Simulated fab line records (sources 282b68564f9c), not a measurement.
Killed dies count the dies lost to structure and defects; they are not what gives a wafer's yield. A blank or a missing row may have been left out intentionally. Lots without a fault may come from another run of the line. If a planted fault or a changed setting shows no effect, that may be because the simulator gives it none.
fab line records || flow ritCmos
record {"lots": 14, "wafers": 42, "lastDay": 7}
route steps=202 shown PSD@151
lots untouched by any fault: they come from a run of this same line in which no faults occurred
startH: start of the lot's first displayed wafer, in hours after the record's first day || waitH: hours elapsed since this lot's preceding step || " identical to the entry in the row above || L1.1+2: a single row standing in for several wafers || - no value, or no start was given || * or withheld: withheld || < > ~ a bound
route shown NAME@n: NAME is a module with steps in the file, n the number in the route of the first one || usual: mean/standard deviation of fault-free wafers || same: alike in all rows || chamber/n: place in a boat || sites: each site's reading || _std_site: their standard deviation || _edge_site: outer sites' mean less inner sites' || radiusMm: how far each site lies from the wafer's centre || mask NAME#n: copy n || behind: tool/chamber where the wafer was last shaped || hold: reason for holding the lot/hours on hold/outcome of the hold || device: transistor that didn't switch, given as n, p or np || end of line: at the end of the route, the tests of the same wafers || a step given without rows: its recipe and nothing more || killed: dies lost to structure and defects at the first sort, not the wafer's yield || map: a wafer's dies, x killed, . not, _ none there
set.NAME: setting as actually run; set.NAME@STEP: the setting as run at that earlier step || model.NAME: the simulator's own value behind a step, which no gauge read
route steps across a sampled set of lots; one table per step, one row per wafer
services: when a tool's chamber went out of use (startH, in hours from the record's first day, below 0 if earlier), for how many hours, and the reason
## steps
# step RIT_PSD_STRIP_09
# recipe {"chemistry": "O2", "timeS": 180, "resist": "NOVOLAK", "platenTempC": "withheld", "powerW": 500, "pressureMtorr": 4000, "o2FlowSccm": 4000}
# usual {"chamberPressureMTorr": "4000/3.6", "drypumpMotorCurrentA": "5.9/0.47"}
{"lot.wafer": "L991.1", "tool": "plasmaAsher-04", "chamber": 1, "startH": 49.72, "waitH": 0.1, "chamberPressureMTorr": 3998, "drypumpMotorCurrentA": 5.4, "rfHoursCounterH": 40}
{"lot.wafer": "L991.5", "tool": "plasmaAsher-04", "chamber": 0, "startH": 49.72, "waitH": 0.1, "chamberPressureMTorr": 3997, "drypumpMotorCurrentA": 5.8, "rfHoursCounterH": "-"}
{"lot.wafer": "L991.6", "tool": "plasmaAsher-04", "chamber": 1, "startH": 49.72, "waitH": 0.1, "chamberPressureMTorr": 4002, "drypumpMotorCurrentA": 5.4, "rfHoursCounterH": "-"}
{"lot.wafer": "L992.2", "tool": "plasmaAsher-02", "chamber": 0, "startH": 58.74, "waitH": 0.1, "chamberPressureMTorr": 4005, "drypumpMotorCurrentA": 6.4, "rfHoursCounterH": 26}
{"lot.wafer": "L992.3", "tool": "plasmaAsher-02", "chamber": 0, "startH": 58.74, "waitH": 0.1, "chamberPressureMTorr": 4005, "drypumpMotorCurrentA": 6.4, "rfHoursCounterH": "-"}
{"lot.wafer": "L992.4", "tool": "plasmaAsher-02", "chamber": 1, "startH": 58.74, "waitH": 0.1, "chamberPressureMTorr": 4002, "drypumpMotorCurrentA": 5.5, "rfHoursCounterH": "-"}
{"lot.wafer": "L100.2", "tool": "plasmaAsher-01", "chamber": 0, "startH": 95.42, "waitH": 0.1, "chamberPressureMTorr": "-", "drypumpMotorCurrentA": "-", "rfHoursCounterH": "-"}
{"lot.wafer": "L100.3", "tool": "plasmaAsher-01", "chamber": 0, "startH": 95.42, "waitH": 0.1, "chamberPressureMTorr": "-", "drypumpMotorCurrentA": "-", "rfHoursCounterH": "-"}
{"lot.wafer": "L100.6", "tool": "plasmaAsher-01", "chamber": 0, "startH": 95.42, "waitH": 0.1, "chamberPressureMTorr": "-", "drypumpMotorCurrentA": "-", "rfHoursCounterH": "-"}
{"lot.wafer": "L101.3", "tool": "plasmaAsher-02", "chamber": 1, "startH": 99.89, "waitH": 0.1, "chamberPressureMTorr": "-", "drypumpMotorCurrentA": "-", "rfHoursCounterH": "-"}
{"lot.wafer": "L101.4", "tool": "plasmaAsher-02", "chamber": 0, "startH": 99.89, "waitH": 0.1, "chamberPressureMTorr": "-", "drypumpMotorCurrentA": "-", "rfHoursCounterH": "-"}
{"lot.wafer": "L101.6", "tool": "plasmaAsher-02", "chamber": 0, "startH": 99.89, "waitH": 0.1, "chamberPressureMTorr": "-", "drypumpMotorCurrentA": "-", "rfHoursCounterH": "-"}
{"lot.wafer": "L103.1", "tool": "plasmaAsher-01", "chamber": 0, "startH": 109.65, "waitH": 0.1, "chamberPressureMTorr": 3996, "drypumpMotorCurrentA": 6.6, "rfHoursCounterH": 46}
{"lot.wafer": "L103.2", "tool": "plasmaAsher-01", "chamber": 1, "startH": 109.65, "waitH": 0.1, "chamberPressureMTorr": 4000, "drypumpMotorCurrentA": 6.4, "rfHoursCounterH": 46}
{"lot.wafer": "L103.3", "tool": "plasmaAsher-01", "chamber": 0, "startH": 109.65, "waitH": 0.1, "chamberPressureMTorr": 4003, "drypumpMotorCurrentA": 6.6, "rfHoursCounterH": "-"}
{"lot.wafer": "L104.2", "tool": "plasmaAsher-04", "chamber": 0, "startH": 114.98, "waitH": 0.1, "chamberPressureMTorr": 4000, "drypumpMotorCurrentA": 5.8, "rfHoursCounterH": 48}
{"lot.wafer": "L104.4", "tool": "plasmaAsher-04", "chamber": 1, "startH": 114.98, "waitH": 0.1, "chamberPressureMTorr": 4000, "drypumpMotorCurrentA": 5.4, "rfHoursCounterH": "-"}
{"lot.wafer": "L104.5", "tool": "plasmaAsher-04", "chamber": 0, "startH": 114.98, "waitH": 0.1, "chamberPressureMTorr": 3999, "drypumpMotorCurrentA": 5.8, "rfHoursCounterH": "-"}
{"lot.wafer": "L105.2", "tool": "plasmaAsher-04", "chamber": 1, "startH": 119.93, "waitH": 0.1, "chamberPressureMTorr": 3999, "drypumpMotorCurrentA": 5.4, "rfHoursCounterH": 49}
{"lot.wafer": "L105.3", "tool": "plasmaAsher-04", "chamber": 0, "startH": 119.93, "waitH": 0.1, "chamberPressureMTorr": 4005, "drypumpMotorCurrentA": 5.7, "rfHoursCounterH": "-"}
{"lot.wafer": "L105.4", "tool": "plasmaAsher-04", "chamber": 1, "startH": 119.93, "waitH": 0.1, "chamberPressureMTorr": 3995, "drypumpMotorCurrentA": 5.4, "rfHoursCounterH": "-"}
{"lot.wafer": "L106.1", "tool": "plasmaAsher-04", "chamber": 0, "startH": 125.01, "waitH": 0.1, "chamberPressureMTorr": 3999, "drypumpMotorCurrentA": 5.8, "rfHoursCounterH": 50}
{"lot.wafer": "L106.3", "tool": "plasmaAsher-04", "chamber": 1, "startH": 125.01, "waitH": 0.1, "chamberPressureMTorr": 4003, "drypumpMotorCurrentA": 5.4, "rfHoursCounterH": "-"}
{"lot.wafer": "L106.4", "tool": "plasmaAsher-04", "chamber": 0, "startH": 125.01, "waitH": 0.1, "chamberPressureMTorr": 3999, "drypumpMotorCurrentA": 5.8, "rfHoursCounterH": "-"}
{"lot.wafer": "L107.1", "tool": "plasmaAsher-02", "chamber": 1, "startH": 130.62, "waitH": 0.1, "chamberPressureMTorr": 3988, "drypumpMotorCurrentA": 5.5, "rfHoursCounterH": 33}
{"lot.wafer": "L107.5", "tool": "plasmaAsher-02", "chamber": 1, "startH": 130.62, "waitH": 0.1, "chamberPressureMTorr": 4005, "drypumpMotorCurrentA": 5.5, "rfHoursCounterH": "-"}
{"lot.wafer": "L107.6", "tool": "plasmaAsher-02", "chamber": 0, "startH": 130.62, "waitH": 0.1, "chamberPressureMTorr": 4006, "drypumpMotorCurrentA": 6.4, "rfHoursCounterH": "-"}
{"lot.wafer": "L108.2", "tool": "plasmaAsher-02", "chamber": 0, "startH": 133.77, "waitH": 0.1, "chamberPressureMTorr": 4003, "drypumpMotorCurrentA": 6.4, "rfHoursCounterH": 33}
{"lot.wafer": "L108.4", "tool": "plasmaAsher-02", "chamber": 0, "startH": 133.77, "waitH": 0.1, "chamberPressureMTorr": 3998, "drypumpMotorCurrentA": 6.4, "rfHoursCounterH": "-"}
{"lot.wafer": "L108.5", "tool": "plasmaAsher-02", "chamber": 1, "startH": 133.77, "waitH": 0.1, "chamberPressureMTorr": 4009, "drypumpMotorCurrentA": 5.5, "rfHoursCounterH": "-"}
{"lot.wafer": "L109.1", "tool": "plasmaAsher-01", "chamber": 1, "startH": 138.31, "waitH": 0.1, "chamberPressureMTorr": 3998, "drypumpMotorCurrentA": 6.4, "rfHoursCounterH": 50}
{"lot.wafer": "L109.3", "tool": "plasmaAsher-01", "chamber": 1, "startH": 138.31, "waitH": 0.1, "chamberPressureMTorr": 4005, "drypumpMotorCurrentA": 6.4, "rfHoursCounterH": "-"}
{"lot.wafer": "L109.6", "tool": "plasmaAsher-01", "chamber": 0, "startH": 138.31, "waitH": 0.1, "chamberPressureMTorr": 3997, "drypumpMotorCurrentA": 6.6, "rfHoursCounterH": "-"}
{"lot.wafer": "L110.1", "tool": "plasmaAsher-04", "chamber": 0, "startH": 145.39, "waitH": 0.1, "chamberPressureMTorr": 3998, "drypumpMotorCurrentA": 5.8, "rfHoursCounterH": 51}
{"lot.wafer": "L110.5", "tool": "plasmaAsher-04", "chamber": 1, "startH": 145.39, "waitH": 0.1, "chamberPressureMTorr": 4001, "drypumpMotorCurrentA": 5.4, "rfHoursCounterH": "-"}
{"lot.wafer": "L110.6", "tool": "plasmaAsher-04", "chamber": 0, "startH": 145.39, "waitH": 0.1, "chamberPressureMTorr": 4002, "drypumpMotorCurrentA": 5.8, "rfHoursCounterH": "-"}
{"lot.wafer": "L113.1", "tool": "plasmaAsher-04", "chamber": 0, "startH": 159.29, "waitH": 0.1, "chamberPressureMTorr": 3993, "drypumpMotorCurrentA": 5.8, "rfHoursCounterH": 52}
{"lot.wafer": "L113.2", "tool": "plasmaAsher-04", "chamber": 1, "startH": 159.29, "waitH": 0.1, "chamberPressureMTorr": 3998, "drypumpMotorCurrentA": 5.4, "rfHoursCounterH": 52}
{"lot.wafer": "L113.4", "tool": "plasmaAsher-04", "chamber": 0, "startH": 159.29, "waitH": 0.1, "chamberPressureMTorr": 3996, "drypumpMotorCurrentA": 5.8, "rfHoursCounterH": "-"}
{"lot.wafer": "L114.1", "tool": "plasmaAsher-02", "chamber": 1, "startH": 164.84, "waitH": 0.1, "chamberPressureMTorr": 4001, "drypumpMotorCurrentA": 5.5, "rfHoursCounterH": 37}
{"lot.wafer": "L114.4", "tool": "plasmaAsher-02", "chamber": 1, "startH": 164.84, "waitH": 0.1, "chamberPressureMTorr": 4002, "drypumpMotorCurrentA": 5.5, "rfHoursCounterH": "-"}
{"lot.wafer": "L114.5", "tool": "plasmaAsher-02", "chamber": 0, "startH": 164.84, "waitH": 0.1, "chamberPressureMTorr": 4001, "drypumpMotorCurrentA": 6.4, "rfHoursCounterH": "-"}
## services
{"tool": "plasmaAsher-01", "chamber": "-", "startH": 46.11, "hours": 1.4, "kind": "repair"}
{"tool": "plasmaAsher-01", "chamber": "-", "startH": 76.21, "hours": 2.8, "kind": "pm"}
{"tool": "plasmaAsher-02", "chamber": "-", "startH": 110.74, "hours": 10.5, "kind": "repair"}
{"tool": "plasmaAsher-04", "chamber": "-", "startH": 125.93, "hours": 8.0, "kind": "repair"}
{"tool": "plasmaAsher-04", "chamber": "-", "startH": 160.90, "hours": 2.3, "kind": "repair"}
{"tool": "plasmaAsher-01", "chamber": "-", "startH": 162.29, "hours": 0.7, "kind": "repair"}
## key
firstSign {"step": "RIT_PSD_STRIP_09", "reading": "toolRecord", "direction": "missing"}
effect none on later readings
metAt RIT_PSD_STRIP_09
struckLots L100,L101
laterRowsLeftOut L100.2,L100.3,L100.6,L101.3,L101.4,L101.6
sortLeftOut L100.2,L100.3,L100.6,L101.3,L101.4,L101.6
testerLeftOut L100,L101
onsetBetween 58.74 95.42
fault {"kind": "skippedStepWhole", "tool": "plasmaAsher-01,plasmaAsher-02", "chamber": "-", "onsetH": 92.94, "steps": "RIT_PSD_STRIP_09", "scope": "struckLotsOnly"}
# testerLeftOut: of these lots the tester's yield and bins aren't shown, on N5 and GAA mostly nor the transistor test; their killed dies are dies lost to structure and defects alone, not to doping, threshold or leakage, so they don't give the yield
# sortLeftOut: the simulated sort isn't trusted on such a fault, so these wafers' sort isn't shown, and their yield isn't known
# laterRowsLeftOut: the simulator's readings of these wafers behind a module that went badly wrong aren't trusted and aren't shown, but for the sort
